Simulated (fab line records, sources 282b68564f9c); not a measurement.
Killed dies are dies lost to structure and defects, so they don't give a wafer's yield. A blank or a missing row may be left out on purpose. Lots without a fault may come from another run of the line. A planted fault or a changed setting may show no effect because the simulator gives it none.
A struck lot beside a sound one | flow rit_cmos | 17 steps out of a route of 202
Sound: wafers L875.2, L875.5, L875.6. Struck: wafers L877.2, L877.5, L877.6. The cause comes at the end.
At each step with rows: each side's tool, then ch and its chambers, then its first start. Under that, the readings that differ: sound wafers | struck wafers | difference of the means | sigmas: that difference in standard deviations of wafers without a fault.
alike: readings whose means differ by less than 2 such deviations, and words and numbers that are the same on both sides. not compared: withheld readings, readings that some wafer has no value for, bounds like >300 that may hide the same value, and numbers for which the record gives no deviation and whose values overlap.
The two part at a step that has a row with sigmas, a row that says differs or no value, or rows on one side only. Numbers that don't overlap but have no deviation are shown without sigmas and don't part them. A reading that every wafer of one side lacks parts them only if that side has two wafers or more.

first, 1 step without rows for these wafers: RIT_ACTIVE_OXIDATION_01 (target thk 46.8 nm, ox time 3360 s).
RIT_ACTIVE_THK_MEAS_02:
  sound on film_metro-01, day 2 13:49; struck on film_metro-03, day 3 01:03
  alike: ACTIVE_OXIDE_THK
then, 1 step without rows for these wafers: RIT_ACTIVE_CVD_03 (deposits Si3N4 from SiH2Cl2/NH3, target thk 150 nm, time 1500 s).
RIT_ACTIVE_THK_MEAS_04:
  sound on film_metro-03, day 2 15:17; struck on film_metro-01, day 3 02:32
  alike: ACTIVE_NITRIDE_THK
then, 6 steps without rows for these wafers: RIT_ACTIVE_HMDS_05 (prime time 60 s); RIT_ACTIVE_COAT_06 (resist thk 1000 nm); RIT_ACTIVE_SOFTBAKE_07 (time 60 s); RIT_ACTIVE_EXPOSE_08 (exposes mask M1, target cd 1400 nm); RIT_ACTIVE_PEB_09; RIT_ACTIVE_DEVELOP_10 (develop time 50 s).
RIT_ACTIVE_CD_MEAS_11: target cd 1400 nm.
  sound on cd_sem-01, day 2 16:20; struck on cd_sem-01, day 3 03:34
  alike: cd_nm
then, 1 step without rows for these wafers: RIT_ACTIVE_HARDBAKE_12 (time 60 s).
RIT_ACTIVE_ETCH_13: etches Si3N4 in SF6, stops on SiO2, time 210 s, target depth 210 nm.
  sound on rie_diel-02 ch 0,1, day 2 16:35; struck on rie_diel-03 ch 2,3, day 3 03:49
  no value came back on the struck wafers for any of 7 readings (SF6_flow_sccm (sccm), chamber_pressure_mTorr (mTorr) and others); on the sound wafers SF6_flow_sccm (sccm) reads 200.6 200.3 200.8
  reading                                     | sound           | struck            | difference | sigmas
  model.NOVOLAK_of_ACTIVE_COAT_06.thk_nm (nm) | 652.2 647 653.6 | 884.7 886.7 883.5 | +234.0     |
  not compared: rf_hours_counter_h
RIT_ACTIVE_STRIP_14: strips in O2, time 180 s.
  sound on plasma_asher-02 ch 0,1, day 2 16:43; struck on plasma_asher-02 ch 0,1, day 3 03:58
  alike: drypump_motor_current_A, rf_refl_power_W
  not compared: rf_hours_counter_h
RIT_ACTIVE_CD_MEAS_90: target cd 1400 nm.
  sound on cd_sem-01, day 2 16:55; struck on cd_sem-02, day 3 04:09
  reading    | sound                | struck | difference                    | sigmas
  cd_nm (nm) | 1397.1 1398.2 1397.7 | - - -  | no value on the struck wafers |
then, 1 step without rows for these wafers: RIT_ACTIVE_CLEAN_15 (cleans in SC1, time 600 s).
-- the record jumps here: 2 days lie between the struck wafers' starts before and after (it left off in module ACTIVE and takes up again in module M1, whose first step shown is number 202 of the route) --
RIT_M1_PROBE_99:
  sound on prober-02, day 4 23:39; struck on prober-02, day 5 09:11
  reading             | sound  | struck      | difference | sigmas
  killed_at_front_end | 6 10 5 | 264 264 264 | +257       | +92
  killed_dies         | 6 10 5 | 264 264 264 | +257       | +89
  killed_on_rim       | 0 3 1  | 70 70 70    | +69        | +49
  alike: killed_at_contacts, killed_open, killed_short

WHERE THEY PART
First at RIT_ACTIVE_ETCH_13; last, within this record, at RIT_M1_PROBE_99.

WHY: what the simulator had put in
Skipped step whole: rie_diel-03, from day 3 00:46 on, at RIT_ACTIVE_ETCH_13. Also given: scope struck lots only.
